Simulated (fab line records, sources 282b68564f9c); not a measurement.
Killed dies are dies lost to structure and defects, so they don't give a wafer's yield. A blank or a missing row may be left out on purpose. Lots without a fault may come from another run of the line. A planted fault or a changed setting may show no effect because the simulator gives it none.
One fault seen from 2 desks | flow rit_cmos | each desk has only its own numbers; what lay behind them comes last

THE TOOL OWNER'S DESK: rie_si-01
The tool's own readings at RIT_GATE_ETCH_19 (etches poly-Si in SF6/CHF3/O2, stops on SiO2, time 165 s, target depth 312.5 nm): means of the sampled wafers that have a number, for each lot that ran on this tool. A lot is out of limits, marked OUT, if its mean lies more than 4 standard deviations from the usual mean; the brackets give that distance.
Columns: A = drypump_motor_current_A at RIT_GATE_ETCH_19, usual 5.6 A; B = oes_product_au at RIT_GATE_ETCH_19, usual 0.852 a.u.; C = run_length_s at RIT_GATE_ETCH_19, usual 193.3 s; D = throttle_valve_pct at RIT_GATE_ETCH_19, usual 10.12 %
lot  | first seen here | A   | B     | C               | D
L899 | day 2 17:38     | 5.7 | 0.851 | 193.3           | 10.32
L901 | day 3 04:04     | 5.8 | 0.856 | 193.0           | 10.13
L903 | day 3 13:53     | 5.8 | 0.850 | 192.9           | 10.29
L905 | day 3 23:37     | 5.5 | 0.847 | 193.3           | 10.15
L911 | day 5 05:55     | 5.5 | 0.808 | 208.7 (+43) OUT | 10.15
This desk's finding: out of limits on L911; first on L911, day 5 05:55 (run_length_s at RIT_GATE_ETCH_19). In limits: L899, L901, L903, L905.

THE METROLOGY DESK
What the gauges read, lot by lot, whatever tool the lot ran on: means of the sampled wafers that have a number. A lot is out of limits, marked OUT, if its mean lies more than 4 standard deviations from the usual mean; the brackets give that distance.
Columns: A = GATE_OVL at RIT_GATE_OVL_MEAS_17, usual 0.9 nm; B = PLDD_RS at RIT_SDANNEAL_RS_MEAS_06, usual 180.5 ohm/sq; C = cd_nm at RIT_CONTACT_CD_MEAS_08, usual 1000.4 nm
lot  | first seen here | A    | B     | C
L898 | day 2 12:35     | 0.2  | 180.3 | 1000.0
L899 | day 2 17:28     | 1.8  | 180.9 | 1001.6
L900 | day 2 22:16     | -0.2 | 180.8 | 1001.7
L901 | day 3 03:53     | 1.0  | 180.0 | 999.5
L902 | day 3 10:10     | 0.4  | 180.4 | 1001.6
L903 | day 3 13:42     | -0.0 | 181.6 | 1003.4
L904 | day 3 18:00     | 1.8  | 180.3 | 1000.5
L905 | day 3 23:26     | 1.2  | 180.6 | 998.9
L911 | day 5 05:44     | 1.3  | 180.7 | 1002.8
L918 | day 6 16:10     | 3.0  | 180.1 | 999.0
L920 | day 7 02:32     | 0.4  | 180.8 | 999.9
This desk's finding: nothing out of limits on any of the 11 lots.

PUT TOGETHER
The tool owner's desk could have raised an alarm at day 5 05:55, on L911.
The metrology desk saw nothing out of limits.
The metrology desk has L911 on record, within its limits.
Of the lots named, all ran RIT_GATE_ETCH_19 on rie_si-01.

WHAT THE SIMULATOR HAD PUT IN
Process parameter drift: rie_si-01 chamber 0, from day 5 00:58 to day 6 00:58, at RIT_GATE_ETCH_19. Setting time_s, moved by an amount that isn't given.
Lots struck among those shown: L911.
Hours from the fault's start to each desk's first reading out of limits: the tool owner's desk, 5.
